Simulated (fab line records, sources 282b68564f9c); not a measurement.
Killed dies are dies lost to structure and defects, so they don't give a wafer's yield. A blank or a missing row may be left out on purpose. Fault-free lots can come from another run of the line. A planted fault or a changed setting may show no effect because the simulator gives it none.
Struck lot and sound lot, side by side ; flow ritCmos ; 23 out of 202 route steps
Sound: wafers L686.2, L686.5, L686.6. Wafers struck: L679.3, L679.4, L679.5. At the end, the cause is stated.
For every step that has rows: the tool of each side, followed by ch and its chambers, followed by its first start. Under that, the readings that differ: sound wafers ; struck wafers ; difference of the means ; sigmas: that difference in standard deviations of wafers without a fault.
alike: readings with means less than 2 such deviations apart, plus words and numbers identical on both sides. not compared: withheld readings, readings lacking a value on some wafer, bounds such as >300 that could conceal the same value, and numbers that have no deviation in the record and whose values overlap.
Wherever a step has rows on one side only, a row that says differs or no value, or a row with sigmas, the two part there. Numbers that don't overlap but have no deviation are shown without sigmas and don't part them. A reading that every wafer of one side lacks parts them only if that side has two wafers or more.

first, 5 steps without rows for these wafers: RIT_GATE_WET_ETCH_00 (etches SiO2 in BOE, target depth 56 nm, time 60 s); RIT_GATE_CLEAN_01 (cleans in SC1, time 600 s); RIT_GATE_CLEAN_02 (cleans in dHF, time 30 s); RIT_GATE_CLEAN_03 (cleans in SC2, time 600 s); RIT_GATE_CLEAN_04 (cleans in dHF, time 60 s).
RIT_FOX2_THK_MEAS_91:
  sound on filmMetro-03, day 5 18:59; struck on filmMetro-04, day 4 01:43
  alike: FIELD_OXIDE_LEFT_2_THK
then, 2 steps without rows for these wafers: RIT_GATE_OXIDATION_05 (target thk 3 nm, ox time 270 s); RIT_GATE_ANNEAL_06 (time 600 s).
RIT_GATE_THK_MEAS_07:
  sound on filmMetro-04, day 5 23:26; struck on filmMetro-01, day 4 05:49
  alike: GATE_OXIDE_THK
then, 1 step without rows for these wafers: RIT_GATE_CVD_08 (deposits poly-Si from SiH4, target thk 250 nm, time 2220 s).
RIT_GATE_THK_MEAS_09:
  sound on filmMetro-01, day 6 01:55; struck on filmMetro-04, day 4 07:29
  alike: GATE_POLY_THK
then, 1 step without rows for these wafers: RIT_GATE_HMDS_10 (prime time 60 s).
RIT_GATE_COAT_11: resist thk 850 nm.
  sound on lithoTrack-03 ch 0, day 6 02:09; struck on lithoTrack-04 ch 0, day 4 07:43
reading;sound;struck;difference;sigmas
model.NOVOLAK_of_GATE_COAT_11.thkNm (nm);858.7 858.1 858.6;468.9 470 470.2;-388.8;
then, 4 steps without rows for these wafers: RIT_GATE_SOFTBAKE_12 (time 60 s); RIT_GATE_EXPOSE_13 (exposes mask M6, target cd 150 nm); RIT_GATE_PEB_14; RIT_GATE_DEVELOP_15 (develop time 50 s).
RIT_GATE_CD_MEAS_16 targets a cd of 150 nm.
  sound on cdSem-01, day 6 02:58; struck on cdSem-02, day 4 08:32
reading;sound;struck;difference;sigmas
cdNm (nm);148 153 152;67 68 68;-83;-27
RIT_GATE_OVL_MEAS_17:
  sound on overlay-01, day 6 03:04; struck on overlay-02, day 4 08:38
  alike: GATE_OVL
then, 1 step without rows for these wafers: RIT_GATE_HARDBAKE_18 (time 60 s).
RIT_GATE_ETCH_19: etches poly-Si in SF6/CHF3/O2, stops on SiO2, time 165 s, target depth 312.5 nm.
  sound on rieSi-01 ch 1,2,3, day 6 03:15; struck on rieSi-02 ch 0,2, day 4 08:48
reading;sound;struck;difference;sigmas
heBacksideLeakSccm (sccm);3.34 3.38 2.75;2.53 2.59 2.39;-0.65;-2
model.NOVOLAK_of_GATE_COAT_11.thkNm (nm);677.1 678.6 678.1;337 338.5 338.1;-340;
model.GATE.cdNm (nm);147.5 153.5 151.4;66.33 68.6 67.67;-83.27;
  alike: drypumpMotorCurrentA, oesProductAu, rfFwdPowerW, throttleValvePct
  not compared: rfHoursCounterH
RIT_GATE_STRIP_20: strips in O2, time 180 s.
  sound on plasmaAsher-04 ch 0,1, day 6 03:22; struck on plasmaAsher-01 ch 0,1, day 4 08:58
  alike: drypumpMotorCurrentA
  not compared: rfHoursCounterH
RIT_M1_PROBE_99:
  sound on prober-01, day 6 23:33; struck on prober-02, day 5 07:43
reading;sound;struck;difference;sigmas
killedAtFrontEnd;12 3 3;264 264 264;+258;+81
killedDies;13 3 3;264 264 264;+258;+81
killedOnRim;1 2 0;70 70 70;+69;+46
killedShort;6 0 0;5 10 4;+4;+2
  alike: killedAtContacts, killedOpen

## WHERE THEY PART
At RIT_GATE_CD_MEAS_16 first; at RIT_M1_PROBE_99 last (within this record only).

WHY: the cause the simulator had injected
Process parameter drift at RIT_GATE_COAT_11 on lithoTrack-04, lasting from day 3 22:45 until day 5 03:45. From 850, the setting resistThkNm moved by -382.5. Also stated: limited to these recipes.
